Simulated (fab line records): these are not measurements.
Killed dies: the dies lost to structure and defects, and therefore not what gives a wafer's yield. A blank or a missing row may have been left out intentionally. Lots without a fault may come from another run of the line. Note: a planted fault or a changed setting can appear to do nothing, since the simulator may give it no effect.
Chamber matching | flow berkeleyCmos170 | 4 sister chambers for UCB170_V2_CMP_02 on cmp-01
The step polishes SiO2. 14 wafers are shown with their chamber, then 7 later ones without.

## WAFERS WITH THEIR CHAMBER
wafer  | chamber | motorCurrentA (A) | headPressurePsi (psi)
L973.1 | 3       | 16.7              | 6.015
L973.2 | 0       | 16.8              | 5.997
L973.6 | 3       | 16.9              | 5.993
L976.4 | 0       | 17.5              | 5.991
L976.5 | 2       | 16.8              | 5.985
L976.6 | 1       | 16.3              | 6.005
L975.1 | 0       | 16.9              | 5.998
L975.3 | 2       | 17.0              | 6.013
L975.4 | 3       | 16.8              | 5.984
L978.1 | 1       | 17.1              | 6.005
L978.4 | 0       | 18.0              | 6.005
L978.6 | 2       | 15.3              | 6.010
L985.2 | 0       | 16.9              | 6.003
L985.4 | 1       | 16.5              | 5.982

SIGNATURES (means of the wafers above)
reading         | chamber 0 | chamber 1 | chamber 2 | chamber 3 | scatter within a chamber
motorCurrentA   | 17.220    | 16.633    | 16.367    | 16.800    | 0.562
headPressurePsi | 5.99880   | 5.99733   | 6.00267   | 5.99733   | 0.0121
Rule: a wafer's distance from a chamber is the root of the sum, over the readings, of the square of ((its reading less the chamber's mean) divided by the reading's scatter). The wafer belongs to the nearest chamber; if the next one is less than 2 further off, it can't be placed. The scatter: take each reading less its chamber's mean, square it, sum over the shown wafers, divide by the number of wafers less the number of chambers, and take the root.

## WAFERS WHOSE CHAMBER IS MISSING
wafer  | motorCurrentA (A) | headPressurePsi (psi)
L985.6 | 16.9              | 5.991
L990.2 | 17.8              | 6.005
L990.4 | 17.6              | 5.986
L990.6 | 15.6              | 6.017
L987.1 | 16.6              | 5.979
L987.3 | 17.2              | 5.990
L987.5 | 16.7              | 5.984

## EACH ONE'S CHAMBER
wafer  | from the rows above               | in truth
L985.6 | can't be placed: 3 or 1 or 0 or 2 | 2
L990.2 | can't be placed: 0 or 3 or 1 or 2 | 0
L990.4 | can't be placed: 0 or 3 or 1 or 2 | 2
L990.6 | can't be placed: 2 or 1 or 3 or 0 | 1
L987.1 | can't be placed: 1 or 3 or 0 or 2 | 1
L987.3 | can't be placed: 0 or 3 or 1 or 2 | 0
L987.5 | can't be placed: 1 or 3 or 0 or 2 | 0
Correctly placed: 0 of 7. Unplaceable from these rows: 7, with the true chamber sitting among the candidates in 7. Placed wrongly: 0.
